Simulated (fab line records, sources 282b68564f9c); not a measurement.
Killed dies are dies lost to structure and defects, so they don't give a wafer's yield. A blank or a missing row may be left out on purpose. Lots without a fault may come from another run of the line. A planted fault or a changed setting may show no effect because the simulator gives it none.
fab line records | flow rit_cmos
record lots=5 wafers=23
route steps=202 shown ACTIVE@4 FOX2@23 NWELL@36 PWELL@47 WELLDRIVE@50 NRETRO@61 GATE@78 NLDD@104 PSD@150 SDANNEAL@155 M1@202
start_h: hours from the record's first day to the start of the lot's first wafer shown | wait_h: hours since the lot's step before | " the same as in the row above | L1.1+2: a row that stands for several wafers | - no value, or no start given | * or withheld: withheld | < > ~ a bound
route shown NAME@n: a module of which the file shows steps, and the number in the route of the first | usual: mean/standard deviation of fault-free wafers | same: alike in all rows | chamber/n: place in a boat | sites: the reading at each site | _std_site: their standard deviation | _edge_site: outer sites' mean less inner sites' | radius_mm: how far each site lies from the wafer's centre | mask NAME#n: copy n | behind: the tool/chamber that last shaped the wafer | hold: why the lot was held/for how many hours/how that ended | device: the transistor (n, p or np) that didn't switch | end of line: the same wafers' tests at the end of the route | a step without rows: its recipe alone | killed: dies lost to structure and defects at the first sort, not the wafer's yield | map: a wafer's dies, x killed, . not, _ none there
set.NAME: the setting as run; set.NAME@STEP: as run at that earlier step | model.NAME: the simulator's own value behind a step, which no gauge read
lots whose settings were changed on purpose; a table a step, a row a wafer
## steps
# step RIT_ACTIVE_CVD_03
# recipe material=Si3N4 target_thk_nm=150 temp_c=810 precursor=SiH2Cl2/NH3 time_s=1500 pressure_mtorr=300 sih2cl2_flow_sccm=60 nh3_flow_sccm=150
# columns lot.wafer tool chamber start_h wait_h set.sih2cl2_flow_sccm model.Si3N4_of_ACTIVE_CVD_03.thk_nm
L077.1 - - - 0.1 65.51 153.9
L077.2 " - " " 65.51 152.8
L077.3 " - " " 65.51 152.9
L077.4 " - " " 65.51 153.3
L077.5 " - " " 65.51 153.7
L079.1 - - - 0.1 60 151.2
L079.2+4 " - " " 60 151.8
L079.3+5 " - " " 60 151
L081.1 lpcvd-01 1 47.20 0.1 60 147.2
L081.3 " 1 " " 60 148.8
L081.4 " 1 " " 60 147.8
L084.1 - - - 0.1 60 150.6
L084.2 " - " " 60 151
L084.4 " - " " 60 150.4
L084.5 " - " " 60 148.8
L084.6 " - " " 60 149.9
L085.2 - - - 0.0 54.69 145.6
L085.3 " - " " 54.69 145.9
L085.4 " - " " 54.69 144.4
L085.5 " - " " 54.69 144.8
L085.6 " - " " 54.69 146.3
# step RIT_ACTIVE_COAT_06
# recipe resist=NOVOLAK spin_rpm=3250 resist_thk_nm=1000
# columns lot.wafer tool chamber start_h wait_h set.resist_thk_nm model.NOVOLAK_of_ACTIVE_COAT_06.thk_nm
L077.1 litho_track-03 0 28.93 0.1 1000 1004
L077.2 " 0 " " 1026 1028
L077.3 " 0 " " 1026 1027
L077.4 " 0 " " 1026 1030
L077.5 " 0 " " 1000 1005
L079.1+2 litho_track-02 0 40.78 0.1 962 967.8
L079.3 " 0 " " 1000 1005
L079.4 " 0 " " 962 967.6
L079.5 " 0 " " 1000 1002
L081.1 litho_track-03 0 48.83 0.1 1000 1001
L081.3+4 " 0 " " 1000 1000
L084.1 litho_track-02 0 63.74 0.1 1000 998.7
L084.2 " 0 " " 1000 995.1
L084.4 " 0 " " 1021 1018
L084.5 " 0 " " 1000 995.7
L084.6 " 0 " " 1021 1016
L085.2 litho_track-04 0 68.77 0.1 1000 999.5
L085.3 " 0 " " 1000 999.6
L085.4 " 0 " " 1024 1026
L085.5 " 0 " " 1024 1022
L085.6 " 0 " " 1024 1024
# step RIT_ACTIVE_SOFTBAKE_07
# recipe resist=NOVOLAK temp_c=90 time_s=60
# step RIT_ACTIVE_EXPOSE_08
# recipe mask_id=M1 na=0.6 source_shape=conventional sigma_outer=0.6 target_cd_nm=1400 dose_mj=219.9
# step RIT_ACTIVE_DEVELOP_10
# recipe resist=NOVOLAK develop_time_s=52.45 dev_temp_c=23
# step RIT_ACTIVE_HARDBAKE_12
# recipe resist=NOVOLAK temp_c=140 time_s=60
# columns lot.wafer tool chamber start_h wait_h set.resist_thk_nm@ACTIVE_COAT_06 model.NOVOLAK_of_ACTIVE_COAT_06.thk_nm
L077.1 litho_track-04 0 29.75 0.1 1000 887.6
L077.2 " 0 " " 1026 908
L077.3 " 0 " " 1026 907.6
L077.4 " 0 " " 1026 909.7
L077.5 " 0 " " 1000 888.5
L079.1 litho_track-03 0 41.72 0.1 962 855.6
L079.2 " 0 " " 962 855.5
L079.3 " 0 " " 1000 888.4
L079.4 " 0 " " 962 855.4
L079.5 " 0 " " 1000 885.3
L081.1 litho_track-04 0 49.85 0.1 1000 884.6
L081.3+4 " 0 " " 1000 884.2
L084.1 litho_track-02 0 64.68 0.1 1000 882.6
L084.2 " 0 " " 1000 879.4
L084.4 " 0 " " 1021 899.1
L084.5 " 0 " " 1000 880
L084.6 " 0 " " 1021 897.4
L085.2 litho_track-02 0 69.58 0.1 1000 883.3
L085.3 " 0 " " 1000 883.5
L085.4 " 0 " " 1024 906.4
L085.5 " 0 " " 1024 902.6
L085.6 " 0 " " 1024 904.9
# step RIT_FOX2_OXIDATION_00
# recipe temp_c=1100 ambient=H2O target_thk_a=3507 p_h2o_torr=720 ox_time_s=1130
# columns lot.wafer tool chamber start_h wait_h set.temp_c model.SiO2_of_FOX2_OXIDATION_00.thk_nm
L077.1 - - - 0.0 1100 361.8
L077.2 " - " " 1100 370
L077.3 " - " " 1100 365.2
L077.4 " - " " 1100 363
L077.5 " - " " 1100 363.1
L079.1 - - - 0.9 1075 317.6
L079.2 " - " " 1075 316.9
L079.3 " - " " 1075 314.5
L079.4 " - " " 1075 314.6
L079.5 " - " " 1075 317.8
L081.1 furnace-01 0 52.40 0.0 1100 343.5
L081.3 " 0 " " 1100 345.8
L081.4 " 0 " " 1100 340.2
L084.1 - - - 0.0 1130 392.3
L084.2 " - " " 1130 395.8
L084.4 " - " " 1130 394.7
L084.5 " - " " 1130 396.2
L084.6 " - " " 1130 394.8
L085.2 - - - 0.6 1100 353
L085.3 " - " " 1100 351.9
L085.4 " - " " 1100 357.3
L085.5 " - " " 1100 348.9
L085.6 " - " " 1100 358.9
# step RIT_FOX2_THK_MEAS_01
# recipe reads=SiO2_of_FOX2_OXIDATION_00
# usual FOX2_OXIDE_THK=354/6.6
# columns lot.wafer tool chamber start_h wait_h set.temp_c@FOX2_OXIDATION_00 FOX2_OXIDE_THK[nm]
L077.1 film_metro-02 - - - 1100 362
L077.2 " - " " 1100 370
L077.3 " - " " 1100 365
L077.4 " - " " 1100 363
L077.5 " - " " 1100 363
L079.1 film_metro-03 - - - 1075 318
L079.2 " - " " 1075 317
L079.3 " - " " 1075 314
L079.4 " - " " 1075 315
L079.5 " - " " 1075 318
L081.1 film_metro-01 - 53.71 0.0 1100 344
L081.3 " - " " 1100 346
L081.4 " - " " 1100 340
L084.1 film_metro-01 - - - 1130 392
L084.2 " - " " 1130 396
L084.4 " - " " 1130 395
L084.5 " - " " 1130 396
L084.6 " - " " 1130 395
L085.2 film_metro-02 - - - 1100 353
L085.3 " - " " 1100 352
L085.4 " - " " 1100 357
L085.5 " - " " 1100 349
L085.6 " - " " 1100 359
# step RIT_FOX2_CLEAN_02
# recipe chemistry=dHF dilution=50:1 time_s=180
# step RIT_FOX2_WET_ETCH_03
# recipe chemistry=H3PO4 target=Si3N4 target_depth_nm=195 temp_c=165 time_s=2700
# step RIT_FOX2_THK_MEAS_90
# recipe reads=SiO2_of_FOX2_OXIDATION_00
# usual FIELD_OXIDE_LEFT_1_THK=327/6.7
# columns lot.wafer tool chamber start_h wait_h set.temp_c@FOX2_OXIDATION_00 FIELD_OXIDE_LEFT_1_THK[nm]
L077.1 film_metro-02 - 36.35 0.0 1100 335
L077.2 " - " " 1100 343
L077.3 " - " " 1100 338
L077.4 " - " " 1100 336
L077.5 " - " " 1100 336
L079.1 film_metro-02 - 48.10 0.0 1075 291
L079.2 " - " " 1075 290
L079.3 " - " " 1075 287
L079.4 " - " " 1075 288
L079.5 " - " " 1075 291
L081.1 film_metro-03 - 54.66 0.0 1100 316
L081.3 " - " " 1100 319
L081.4 " - " " 1100 313
L084.1 film_metro-02 - 69.31 0.0 1130 365
L084.2 " - " " 1130 369
L084.4 " - " " 1130 367
L084.5 " - " " 1130 369
L084.6 " - " " 1130 367
L085.2 film_metro-02 - 74.78 0.0 1100 325
L085.3 " - " " 1100 324
L085.4 " - " " 1100 330
L085.5 " - " " 1100 321
L085.6 " - " " 1100 331
# step RIT_NWELL_IMPLANT_08
# recipe species=P energy_kev=170 dose_cm2=5e+13 tilt_deg=7
# columns lot.wafer tool chamber start_h wait_h set.energy_kev model.implant.rp_nm model.implant.drp_nm
L077.1+4+5 implanter-03 0 37.71 0.2 178.9 223.1 71.51
L077.2+3 " 0 " " 170 211.7 68.82
L079.1+2+3+4+5 implanter-03 0 49.98 0.2 170 221.9 68.82
L081.1+3+4 implanter-03 0 56.00 0.2 170 214.1 68.82
L084.1+2 implanter-03 0 70.56 0.2 170 218.2 68.82
L084.4+5+6 " 0 " " 160.4 205.5 65.94
L085.2+5+6 implanter-01 0 76.02 0.2 175 219.3 70.34
L085.3+4 " 0 " " 170 212.9 68.82
# step RIT_PWELL_IMPLANT_08
# recipe species=B energy_kev=170 dose_cm2=7e+13 tilt_deg=7
# columns lot.wafer tool chamber start_h wait_h set.dose_cm2
L077.1+3 implanter-02 0 39.38 0.2 7e+13
L077.2+4+5 " 0 " " 7.274e+13
L079.1+3 implanter-01 0 51.53 0.2 7e+13
L079.2+4+5 " 0 " " 6.509e+13
L081.1+3+4 implanter-02 0 57.68 0.2 7e+13
L084.1+2+4+5+6 implanter-02 0 72.24 0.2 7e+13
L085.2+3+4 implanter-02 0 77.83 0.2 7e+13
L085.5+6 " 0 " " 6.598e+13
# step RIT_PWELL_STRIP_09
# recipe chemistry=O2 time_s=180 resist=NOVOLAK platen_temp_c=withheld power_w=490.3 pressure_mtorr=4000 o2_flow_sccm=4000
# step RIT_WELLDRIVE_ANNEAL_00
# recipe temp_c=1100 time_s=14700 ambient=N2
# step RIT_WELLDRIVE_RS_MEAS_02
# recipe thk_meas_gauge=four-point-probe
# usual PWELL_RS=429.6/1.4
# columns lot.wafer tool chamber start_h wait_h set.dose_cm2@PWELL_IMPLANT_08 PWELL_RS[ohm/sq]
L077.1 film_metro-01 - 44.97 0.1 7e+13 430.6
L077.2 " - " " 7.274e+13 421.2
L077.3 " - " " 7e+13 430.8
L077.4 " - " " 7.274e+13 420.9
L077.5 " - " " 7.274e+13 421.1
L079.1 film_metro-02 - 57.41 0.1 7e+13 429.7
L079.2 " - " " 6.509e+13 450.5
L079.3 " - " " 7e+13 429.1
L079.4 " - " " 6.509e+13 449.2
L079.5 " - " " 6.509e+13 448.8
L081.1 film_metro-04 - 63.99 0.1 7e+13 429.6
L081.3 " - " " 7e+13 428.5
L081.4 " - " " 7e+13 429.8
L084.1 film_metro-04 - 77.82 0.1 7e+13 429.5
L084.2 " - " " 7e+13 430.7
L084.4 " - " " 7e+13 430.5
L084.5 " - " " 7e+13 430.2
L084.6 " - " " 7e+13 429.8
L085.2 film_metro-02 - 84.00 0.1 7e+13 428.8
L085.3 " - " " 7e+13 429.5
L085.4 " - " " 7e+13 431.3
L085.5 " - " " 6.598e+13 446.6
L085.6 " - " " 6.598e+13 446.5
# step RIT_NRETRO_IMPLANT_08
# recipe species=P energy_kev=70 dose_cm2=1e+13 tilt_deg=7
# columns lot.wafer tool chamber start_h wait_h set.energy_kev model.implant.rp_nm model.implant.drp_nm
L077.1+2+4 implanter-03 0 46.38 0.2 74 92.33 35.56
L077.3+5 " 0 " " 70 87.21 33.94
L079.1+4+5 implanter-03 0 58.82 0.2 70 83.76 33.94
L079.2+3 " 0 " " 71.87 86.06 34.7
L081.1+3+4 implanter-01 0 65.41 0.2 70 85.66 33.94
L084.1+2+4+5+6 implanter-02 0 79.23 0.2 70 84.76 33.94
L085.2+4+6 implanter-02 0 85.42 0.2 70 85.06 33.94
L085.3+5 " 0 " " 71.06 86.38 34.37
# step RIT_NRETRO_STRIP_09
# recipe chemistry=O2 time_s=180 resist=NOVOLAK platen_temp_c=withheld power_w=500 pressure_mtorr=4000 o2_flow_sccm=4000
# step RIT_GATE_CLEAN_03
# recipe chemistry=SC2 mix=3:3:50 time_s=600 temp_c=75 dry=n2_spin
# step RIT_GATE_CLEAN_04
# recipe chemistry=dHF dilution=50:1 time_s=60 dry=n2_spin
# step RIT_FOX2_THK_MEAS_91
# recipe reads=SiO2_of_FOX2_OXIDATION_00
# usual FIELD_OXIDE_LEFT_2_THK=259/6.5
# columns lot.wafer tool chamber start_h wait_h set.temp_c@FOX2_OXIDATION_00 FIELD_OXIDE_LEFT_2_THK[nm]
L077.1 film_metro-02 - - - 1100 267
L077.2 " - " " 1100 275
L077.3 " - " " 1100 270
L077.4 " - " " 1100 268
L077.5 " - " " 1100 268
L079.1 film_metro-02 - - - 1075 223
L079.2 " - " " 1075 222
L079.3 " - " " 1075 219
L079.4 " - " " 1075 219
L079.5 " - " " 1075 223
L081.1 film_metro-03 - 67.76 0.0 1100 248
L081.3 " - " " 1100 250
L081.4 " - " " 1100 244
L084.1 film_metro-01 - - - 1130 297
L084.2 " - " " 1130 301
L084.4 " - " " 1130 300
L084.5 " - " " 1130 301
L084.6 " - " " 1130 300
L085.2 film_metro-03 - - - 1100 257
L085.3 " - " " 1100 256
L085.4 " - " " 1100 262
L085.5 " - " " 1100 253
L085.6 " - " " 1100 263
# step RIT_NLDD_COAT_01
# recipe resist=NOVOLAK spin_rpm=3250 resist_thk_nm=1000
# columns lot.wafer tool chamber start_h wait_h set.spin_rpm model.NOVOLAK_of_NLDD_COAT_01.thk_nm
L077.1 litho_track-01 0 56.66 0.1 3250 998.4
L077.2 " 0 " " 3250 997
L077.3 " 0 " " 3250 998.5
L077.4+5 " 0 " " 3250 994.8
L079.1 litho_track-03 0 69.70 0.1 3250 1004
L079.2 " 0 " " 3377 983.6
L079.3 " 0 " " 3250 1006
L079.4 " 0 " " 3250 1003
L079.5 " 0 " " 3377 982.1
L081.1 litho_track-02 0 76.65 0.1 3250 998.2
L081.3 " 0 " " 3250 995.2
L081.4 " 0 " " 3250 993.9
L084.1 litho_track-02 0 89.81 0.1 3250 997
L084.2 " 0 " " 3101 1022
L084.4 " 0 " " 3250 999.8
L084.5 " 0 " " 3101 1024
L084.6 " 0 " " 3250 998.8
L085.2 litho_track-02 0 97.65 0.1 3136 1019
L085.3 " 0 " " 3250 1003
L085.4 " 0 " " 3136 1016
L085.5 " 0 " " 3250 1002
L085.6 " 0 " " 3250 1001
# step RIT_NLDD_HARDBAKE_07
# recipe resist=NOVOLAK temp_c=140 time_s=60
# columns lot.wafer tool chamber start_h wait_h set.temp_c set.spin_rpm@NLDD_COAT_01 model.NOVOLAK_of_NLDD_COAT_01.thk_nm
L077.1 litho_track-01 0 57.40 0.0 137.3 3250 886.6
L077.2 " 0 " " 140 3250 881.2
L077.3 " 0 " " 140 3250 882.5
L077.4 " 0 " " 137.3 3250 883.5
L077.5 " 0 " " 140 3250 879.3
L079.1 litho_track-03 0 70.57 0.0 138.1 3250 890.2
L079.2 " 0 " " 140 3377 869.5
L079.3 " 0 " " 140 3250 889.2
L079.4 " 0 " " 138.1 3250 889.3
L079.5 " 0 " " 140 3377 868.2
L081.1 litho_track-02 0 77.64 0.1 140 3250 882.2
L081.3 " 0 " " 140 3250 879.6
L081.4 " 0 " " 140 3250 878.4
L084.1 litho_track-01 0 90.67 0.0 137.9 3250 884.3
L084.2 " 0 " " 137.9 3101 906.2
L084.4 " 0 " " 137.9 3250 886.9
L084.5 " 0 " " 140 3101 904.8
L084.6 " 0 " " 140 3250 882.8
L085.2 litho_track-01 0 98.38 0.0 140 3136 900.8
L085.3 " 0 " " 140 3250 886.5
L085.4 " 0 " " 140 3136 898.2
L085.5 " 0 " " 140 3250 885.7
L085.6 " 0 " " 140 3250 884.3
# step RIT_PSD_IMPLANT_08
# recipe species=BF2 energy_kev=27 dose_cm2=5e+15 tilt_deg=7
# columns lot.wafer tool chamber start_h wait_h set.energy_kev model.implant.drp_nm
L077.1+3+4 implanter-03 0 64.71 0.1 27 12.05
L077.2+5 " 0 " " 25.85 11.68
L079.1+2+3 implanter-03 0 77.86 0.1 27 12.05
L079.4+5 " 0 " " 28.05 12.37
L081.1+3+4 implanter-04 0 86.06 0.1 27 12.05
L084.1+4+5 implanter-02 0 98.27 0.1 27.58 12.23
L084.2+6 " 0 " " 27 12.05
L085.2+4+6 implanter-02 0 105.88 0.1 26.02 11.74
L085.3+5 " 0 " " 27 12.05
# step RIT_PSD_STRIP_09
# recipe chemistry=O2 time_s=180 resist=NOVOLAK platen_temp_c=withheld power_w=500 pressure_mtorr=4000 o2_flow_sccm=4000
# step RIT_SDANNEAL_CLEAN_02
# recipe chemistry=SC2 mix=3:3:50 time_s=600 temp_c=75 dry=n2_spin
# step RIT_SDANNEAL_RTA_03
# recipe temp_c=1050 time_s=5 idle_temp_c=600 ramp_up_c_per_s=342 ramp_down_c_per_s=171 cool_to_c=600 ambient=N2
# step RIT_SDANNEAL_RS_MEAS_04
# recipe thk_meas_gauge=four-point-probe
# usual PSD_RS=116.1/0.33
# columns lot.wafer tool chamber start_h wait_h set.energy_kev@PSD_IMPLANT_08 PSD_RS[ohm/sq]
L077.1 film_metro-01 - 65.52 0.0 27 116.6
L077.2 " - " " 25.85 119.3
L077.3 " - " " 27 116.6
L077.4 " - " " 27 116.4
L077.5 " - " " 25.85 119.1
L079.1 film_metro-03 - 78.81 0.0 27 115.5
L079.2 " - " " 27 115.5
L079.3 " - " " 27 115.9
L079.4 " - " " 28.05 113.6
L079.5 " - " " 28.05 113.2
L081.1 film_metro-03 - 86.87 0.0 27 115.9
L081.3 " - " " 27 115.8
L081.4 " - " " 27 115.7
L084.1 film_metro-04 - 99.09 0.0 27.58 114.8
L084.2 " - " " 27 116.0
L084.4 " - " " 27.58 114.4
L084.5 " - " " 27.58 114.9
L084.6 " - " " 27 116.0
L085.2 film_metro-01 - 106.70 0.1 26.02 118.4
L085.3 " - " " 27 116.4
L085.4 " - " " 26.02 118.5
L085.5 " - " " 27 115.9
L085.6 " - " " 26.02 118.4
# step RIT_M1_PROBE_99
# usual killed_at_M0_to_M3=0.0/0.12 killed_at_contacts=0.1/0.28 killed_at_front_end=6.6/3 killed_dies=6.7/3 killed_open=3.4/1.9 killed_short=3.3/1.9
# same gross_dies=264 killed_at_M4_up=0 killed_at_back_side=0 killed_at_other=0
# columns lot.wafer tool chamber start_h wait_h set.dose_cm2@PWELL_IMPLANT_08 killed_at_M0_to_M3 killed_at_contacts killed_at_front_end killed_dies killed_open killed_short model.etest.pwell.rs_ohm_sq model.etest.pwell_pinched.rs_ohm_sq
L077.1 prober-01 - 73.44 0.1 7e+13 0 1 6 7 3 4 422.6 467.6
L077.2 prober-01 - 73.49 0.1 7.274e+13 0 0 7 7 4 3 414.8 446.6
L077.3 prober-01 - 73.54 0.2 7e+13 0 0 3 3 1 2 420.1 460.3
L077.4 prober-01 - 73.59 0.2 7.274e+13 0 0 5 5 4 1 411.1 456.7
L077.5 prober-01 - 73.64 0.2 7.274e+13 0 0 5 5 3 2 410.3 455.5
L079.1 prober-01 - 86.42 0.1 7e+13 0 1 6 7 4 3 402.3 455.8
L079.2 prober-01 - 86.47 0.1 6.509e+13 0 0 9 9 5 4 429.4 491.5
L079.3 prober-01 - 86.52 0.2 7e+13 0 0 10 10 7 3 414 475.5
L079.4 prober-01 - 86.57 0.2 6.509e+13 0 0 10 10 6 4 428.1 489.6
L079.5 prober-01 - 86.62 0.2 6.509e+13 0 0 12 12 5 7 426.6 487.1
L081.1 prober-01 - 95.52 0.1 7e+13 0 0 4 4 2 2 411.5 462.9
L081.3 prober-01 - 95.62 0.2 7e+13 0 1 8 9 4 5 420 459.5
L081.4 prober-01 - 95.67 0.2 7e+13 0 0 8 8 4 4 415.4 464.9
L084.1 prober-02 - 108.34 0.1 7e+13 0 0 8 8 3 5 427.5 467.8
L084.2 prober-02 - 108.39 0.1 7e+13 0 0 3 3 2 1 422.9 456.6
L084.4 prober-02 - 108.49 0.2 7e+13 0 0 10 10 5 5 428.5 464.5
L084.5 prober-02 - 108.54 0.2 7e+13 0 0 8 8 3 5 431.8 466.5
L084.6 prober-02 - 108.59 0.2 7e+13 0 0 4 4 1 3 432.3 464.9
L085.2 prober-01 - 114.51 0.1 7e+13 1 0 3 4 2 1 423.7 460.1
L085.3 prober-01 - 114.56 0.2 7e+13 0 0 3 3 3 0 419.6 462.7
L085.4 prober-01 - 114.61 0.2 7e+13 0 0 3 3 2 1 427.6 466.6
L085.5 prober-01 - 114.66 0.2 6.598e+13 0 0 10 10 4 6 440.2 494
L085.6 prober-01 - 114.71 0.2 6.598e+13 0 0 6 6 5 1 444.9 484.4
# killed by level:class
L077.1 GATE:geometric_particle:short=2 FOX2:geometric_particle:short=1 GATE:geometric_particle:open=1 REOX:geometric_particle:open=1 SPACER:geometric_particle:short=1 CONTACT:geometric_particle:open=1
L077.2 GATE:geometric_particle:open=3 GATE:geometric_particle:short=3 SILICIDE:geometric_particle:open=1
L077.3 GATE:geometric_particle:short=2 SPACER:geometric_particle:open=1
L077.4 GATE:geometric_particle:open=2 GATE:geometric_particle:short=1 SPACER:geometric_particle:open=1 SILICIDE:geometric_particle:open=1
L077.5 SPACER:geometric_particle:open=2 GATE:geometric_particle:open=1 GATE:geometric_particle:short=1 SPACER:geometric_particle:short=1
L079.1 GATE:geometric_particle:open=2 FOX1:geometric_particle:short=1 GATE:geometric_particle:short=1 SILICIDE:geometric_particle:open=1 SILICIDE:geometric_particle:short=1 CONTACT:geometric_particle:open=1
L079.2 GATE:geometric_particle:short=4 GATE:geometric_particle:open=3 FOX1:geometric_particle:open=1 REOX:geometric_particle:open=1
L079.3 GATE:geometric_particle:open=3 GATE:geometric_particle:short=2 REOX:geometric_particle:open=2 FOX1:geometric_particle:short=1 SPACER:geometric_particle:open=1 SILICIDE:geometric_particle:open=1
L079.4 GATE:geometric_particle:open=3 GATE:geometric_particle:short=2 SILICIDE:geometric_particle:short=2 FOX1:geometric_particle:open=1 REOX:geometric_particle:open=1 SPACER:geometric_particle:open=1
L079.5 GATE:geometric_particle:open=3 FOX1:geometric_particle:short=2 GATE:geometric_particle:short=2 REOX:geometric_particle:short=2 SPACER:geometric_particle:open=2 FOX2:geometric_particle:short=1
L081.1 GATE:geometric_particle:open=2 GATE:geometric_particle:short=1 SPACER:geometric_particle:short=1
L081.3 FOX1:geometric_particle:short=2 SILICIDE:geometric_particle:open=2 FOX2:geometric_particle:open=1 GATE:geometric_particle:open=1 SPACER:geometric_particle:short=1 SILICIDE:geometric_particle:short=1 CONTACT:geometric_particle:short=1
L081.4 GATE:geometric_particle:open=3 REOX:geometric_particle:short=2 FOX1:geometric_particle:short=1 REOX:geometric_particle:open=1 SPACER:geometric_particle:short=1
L084.1 GATE:geometric_particle:short=4 FOX2:geometric_particle:open=2 SPACER:geometric_particle:short=1 SILICIDE:geometric_particle:open=1
L084.2 GATE:geometric_particle:open=1 GATE:geometric_particle:short=1 SPACER:geometric_particle:open=1
L084.4 GATE:geometric_particle:open=3 FOX2:geometric_particle:open=1 FOX2:geometric_particle:short=1 GATE:geometric_particle:short=1 REOX:geometric_particle:open=1 REOX:geometric_particle:short=1 SPACER:geometric_particle:short=1 SILICIDE:geometric_particle:short=1
L084.5 FOX2:geometric_particle:short=2 GATE:geometric_particle:short=2 GATE:geometric_particle:open=1 REOX:geometric_particle:short=1 REOX:geometric_particle:open=1 SPACER:geometric_particle:open=1
L084.6 FOX2:geometric_particle:short=2 GATE:geometric_particle:short=1 REOX:geometric_particle:open=1
L085.2 GATE:geometric_particle:open=2 FOX1:geometric_particle:short=1 M1:coat_microbubble_printed=1
L085.3 REOX:geometric_particle:open=2 FOX2:geometric_particle:open=1
L085.4 FOX1:geometric_particle:short=1 SPACER:geometric_particle:open=1 SILICIDE:geometric_particle:open=1
L085.5 REOX:geometric_particle:open=3 GATE:geometric_particle:short=2 SILICIDE:geometric_particle:short=2 FOX1:geometric_particle:open=1 FOX2:geometric_particle:short=1 REOX:geometric_particle:short=1
L085.6 SILICIDE:geometric_particle:open=3 FOX1:geometric_particle:open=1 GATE:geometric_particle:open=1 REOX:geometric_particle:short=1
## key
split step=RIT_ACTIVE_CVD_03 setting=sih2cl2_flow_sccm stated=60 by=lot
response step=RIT_ACTIVE_CVD_03 reading=model.Si3N4_of_ACTIVE_CVD_03.thk_nm change=+0.438 per=1% r=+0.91
split step=RIT_ACTIVE_COAT_06 setting=resist_thk_nm stated=1000 by=wafer
response step=RIT_ACTIVE_COAT_06 reading=model.NOVOLAK_of_ACTIVE_COAT_06.thk_nm change=+9.48 per=1% r=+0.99
response step=RIT_ACTIVE_HARDBAKE_12 reading=model.NOVOLAK_of_ACTIVE_COAT_06.thk_nm change=+8.29 per=1% r=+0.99
split step=RIT_FOX2_OXIDATION_00 setting=temp_c stated=1100 by=lot
response step=RIT_FOX2_OXIDATION_00 reading=model.SiO2_of_FOX2_OXIDATION_00.thk_nm change=+15.6 per=1% r=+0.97
response step=RIT_FOX2_THK_MEAS_01 reading=FOX2_OXIDE_THK change=+15.6 per=1% r=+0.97
response step=RIT_FOX2_THK_MEAS_90 reading=FIELD_OXIDE_LEFT_1_THK change=+15.6 per=1% r=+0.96
response step=RIT_FOX2_THK_MEAS_91 reading=FIELD_OXIDE_LEFT_2_THK change=+15.7 per=1% r=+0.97
split step=RIT_NWELL_IMPLANT_08 setting=energy_kev stated=170 by=wafer
response step=RIT_NWELL_IMPLANT_08 reading=model.implant.rp_nm change=+2.21 per=1% r=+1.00
response step=RIT_NWELL_IMPLANT_08 reading=model.implant.drp_nm change=+0.512 per=1% r=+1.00
split step=RIT_PWELL_IMPLANT_08 setting=dose_cm2 stated=7e+13 by=wafer
response step=RIT_WELLDRIVE_RS_MEAS_02 reading=PWELL_RS change=-2.82 per=1% r=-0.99
response step=RIT_M1_PROBE_99 reading=model.etest.pwell_pinched.rs_ohm_sq change=-3.69 per=1% r=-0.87
response step=RIT_M1_PROBE_99 reading=model.etest.pwell.rs_ohm_sq change=-2.92 per=1% r=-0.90
split step=RIT_NRETRO_IMPLANT_08 setting=energy_kev stated=70 by=wafer
response step=RIT_NRETRO_IMPLANT_08 reading=model.implant.rp_nm change=+0.889 per=1% r=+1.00
response step=RIT_NRETRO_IMPLANT_08 reading=model.implant.drp_nm change=+0.284 per=1% r=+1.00
split step=RIT_NLDD_COAT_01 setting=spin_rpm stated=3250 by=wafer
response step=RIT_NLDD_COAT_01 reading=model.NOVOLAK_of_NLDD_COAT_01.thk_nm change=-5.18 per=1% r=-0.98
response step=RIT_NLDD_HARDBAKE_07 reading=model.NOVOLAK_of_NLDD_COAT_01.thk_nm change=-4.64 per=1% r=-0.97
split step=RIT_NLDD_HARDBAKE_07 setting=temp_c stated=140 by=wafer
response none clear
split step=RIT_PSD_IMPLANT_08 setting=energy_kev stated=27 by=wafer
response step=RIT_PSD_IMPLANT_08 reading=model.implant.drp_nm change=+0.085 per=1% r=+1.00
response step=RIT_SDANNEAL_RS_MEAS_04 reading=PSD_RS change=-0.614 per=1% r=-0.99
